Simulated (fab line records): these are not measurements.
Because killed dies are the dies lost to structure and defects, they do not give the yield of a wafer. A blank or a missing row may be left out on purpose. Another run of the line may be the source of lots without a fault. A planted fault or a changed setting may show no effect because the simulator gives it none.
Split-lot experiment || flow berkeley cmos170 || 23 wafers read across 5 lots, on a route 331 steps long

THE SPLIT ITSELF
At UCB170_PSD_PEB_04, the setting peb temp c was moved away from the recipe's 130 C on 9 of the 23 wafers read, by -1.9% to +0.8%. For the rest of the wafers, this setting stayed at what the recipe calls for.

FROM THE SPLIT TO THE READING: what the file shows between them, 1 step
- UCB170_PSD_DEVELOP_05: develop time 45 s

THE READING
Shown in nm: cd nm at UCB170_PSD_CD_MEAS_06, with target cd 1200 nm. Typical for fault-free wafers on this fab line: 1201.1 nm, with standard deviation 1.4 nm.

{"wafer": "L074.1", "tool, chamber at the split": "litho track-03, 0", "peb temp c as run, C": 130, "against the recipe": "recipe", "cd nm, nm": 1199.6, "against lot-mates on the recipe": "-"}
{"wafer": "L074.2", "tool, chamber at the split": "litho track-03, 0", "peb temp c as run, C": 130, "against the recipe": "recipe", "cd nm, nm": 1199.6, "against lot-mates on the recipe": "-"}
{"wafer": "L074.4", "tool, chamber at the split": "litho track-03, 0", "peb temp c as run, C": 128.8, "against the recipe": "-0.9%", "cd nm, nm": 1191.6, "against lot-mates on the recipe": -8.0}
{"wafer": "L074.5", "tool, chamber at the split": "litho track-03, 0", "peb temp c as run, C": 128.8, "against the recipe": "-0.9%", "cd nm, nm": 1192.0, "against lot-mates on the recipe": -7.6}
{"wafer": "L074.6", "tool, chamber at the split": "litho track-03, 0", "peb temp c as run, C": 130, "against the recipe": "recipe", "cd nm, nm": 1199.5, "against lot-mates on the recipe": "-"}
{"wafer": "L075.1", "tool, chamber at the split": "litho track-04, 0", "peb temp c as run, C": 131, "against the recipe": "+0.8%", "cd nm, nm": 1208.3, "against lot-mates on the recipe": "+6.6"}
{"wafer": "L075.2", "tool, chamber at the split": "litho track-04, 0", "peb temp c as run, C": 130, "against the recipe": "recipe", "cd nm, nm": 1201.1, "against lot-mates on the recipe": "-"}
{"wafer": "L075.4", "tool, chamber at the split": "litho track-04, 0", "peb temp c as run, C": 131, "against the recipe": "+0.8%", "cd nm, nm": 1208.0, "against lot-mates on the recipe": "+6.3"}
{"wafer": "L075.5", "tool, chamber at the split": "litho track-04, 0", "peb temp c as run, C": 130, "against the recipe": "recipe", "cd nm, nm": 1202.3, "against lot-mates on the recipe": "-"}
{"wafer": "L075.6", "tool, chamber at the split": "litho track-04, 0", "peb temp c as run, C": 131, "against the recipe": "+0.8%", "cd nm, nm": 1208.0, "against lot-mates on the recipe": "+6.3"}
{"wafer": "L077.2", "tool, chamber at the split": "litho track-01, 0", "peb temp c as run, C": 130, "against the recipe": "recipe", "cd nm, nm": 1201.1, "against lot-mates on the recipe": "-"}
{"wafer": "L077.4", "tool, chamber at the split": "litho track-01, 0", "peb temp c as run, C": 130, "against the recipe": "recipe", "cd nm, nm": 1200.7, "against lot-mates on the recipe": "-"}
{"wafer": "L077.6", "tool, chamber at the split": "litho track-01, 0", "peb temp c as run, C": 130, "against the recipe": "recipe", "cd nm, nm": 1200.4, "against lot-mates on the recipe": "-"}
{"wafer": "L076.1", "tool, chamber at the split": "litho track-01, 0", "peb temp c as run, C": 130, "against the recipe": "recipe", "cd nm, nm": 1202.7, "against lot-mates on the recipe": "-"}
{"wafer": "L076.2", "tool, chamber at the split": "litho track-01, 0", "peb temp c as run, C": 129, "against the recipe": "-0.8%", "cd nm, nm": 1196.3, "against lot-mates on the recipe": -5.5}
{"wafer": "L076.3", "tool, chamber at the split": "litho track-01, 0", "peb temp c as run, C": 130, "against the recipe": "recipe", "cd nm, nm": 1201.0, "against lot-mates on the recipe": "-"}
{"wafer": "L076.4", "tool, chamber at the split": "litho track-01, 0", "peb temp c as run, C": 130, "against the recipe": "recipe", "cd nm, nm": 1201.8, "against lot-mates on the recipe": "-"}
{"wafer": "L076.6", "tool, chamber at the split": "litho track-01, 0", "peb temp c as run, C": 129, "against the recipe": "-0.8%", "cd nm, nm": 1197.9, "against lot-mates on the recipe": -3.9}
{"wafer": "L078.2", "tool, chamber at the split": "litho track-03, 0", "peb temp c as run, C": 127.5, "against the recipe": "-1.9%", "cd nm, nm": 1183.9, "against lot-mates on the recipe": -19.2}
{"wafer": "L078.3", "tool, chamber at the split": "litho track-03, 0", "peb temp c as run, C": 130, "against the recipe": "recipe", "cd nm, nm": 1203.4, "against lot-mates on the recipe": "-"}
{"wafer": "L078.4", "tool, chamber at the split": "litho track-03, 0", "peb temp c as run, C": 127.5, "against the recipe": "-1.9%", "cd nm, nm": 1184.0, "against lot-mates on the recipe": -19.1}
{"wafer": "L078.5", "tool, chamber at the split": "litho track-03, 0", "peb temp c as run, C": 130, "against the recipe": "recipe", "cd nm, nm": 1203.2, "against lot-mates on the recipe": "-"}
{"wafer": "L078.6", "tool, chamber at the split": "litho track-03, 0", "peb temp c as run, C": 130, "against the recipe": "recipe", "cd nm, nm": 1202.6, "against lot-mates on the recipe": "-"}

THE FIT
A straight line over all 23 wafers: cd nm changes by +8.87 nm for each +1% of peb temp c; r = +0.98; the points scatter about the line by 1.4 nm.
The same after taking each lot's own level away (the mean of its wafers on the recipe; 23 wafers): +9.13 nm for each +1%; r = +0.99; scatter 1 nm.
The reading moves by 18 nm for the largest change in peb temp c, on that fit.
Across the lots, their own levels run from 1199.57 to 1203.07 nm, a range of 2.5 times the standard deviation given above.
Hence the lot-to-lot level has little effect on the slope; both slopes agree.
Check: -16.8 nm against its lot-mates is what the line predicts for one of the wafers moved furthest among these (-1.9%) when that wafer is left out of the fit. Against them it came out at -19.2 nm.

OTHER SPLITS ON THESE WAFERS
These wafers also went through other splits before the reading. Each is held against what the fit with the lots' levels taken away leaves over:
{"other split on the same wafers": "UCB170_ZERO_COAT_01 spin rpm", "wafers away from the commonest value": 7, "r with cd nm (lot level and that fit taken away)": -0.41}
{"other split on the same wafers": "UCB170_ZERO_DEVELOP_05 develop time s", "wafers away from the commonest value": 7, "r with cd nm (lot level and that fit taken away)": -0.05}
{"other split on the same wafers": "UCB170_ACTIVE_EXPOSE_10 dose mj", "wafers away from the commonest value": 9, "r with cd nm (lot level and that fit taken away)": "+0.36"}
{"other split on the same wafers": "UCB170_SACOX_OXIDATION_01 temp c", "wafers away from the commonest value": 15, "r with cd nm (lot level and that fit taken away)": "+0.02"}
{"other split on the same wafers": "UCB170_NVT_COAT_01 resist thk nm", "wafers away from the commonest value": 6, "r with cd nm (lot level and that fit taken away)": -0.04}
{"other split on the same wafers": "UCB170_NVT_IMPLANT_07 tilt deg", "wafers away from the commonest value": 8, "r with cd nm (lot level and that fit taken away)": "+0.47"}
{"other split on the same wafers": "UCB170_PVT_IMPLANT_07 dose cm2", "wafers away from the commonest value": 9, "r with cd nm (lot level and that fit taken away)": -0.14}

FILE'S OWN FIT
cd nm changes by +9.15 nm for each +1% of peb temp c, r = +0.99.
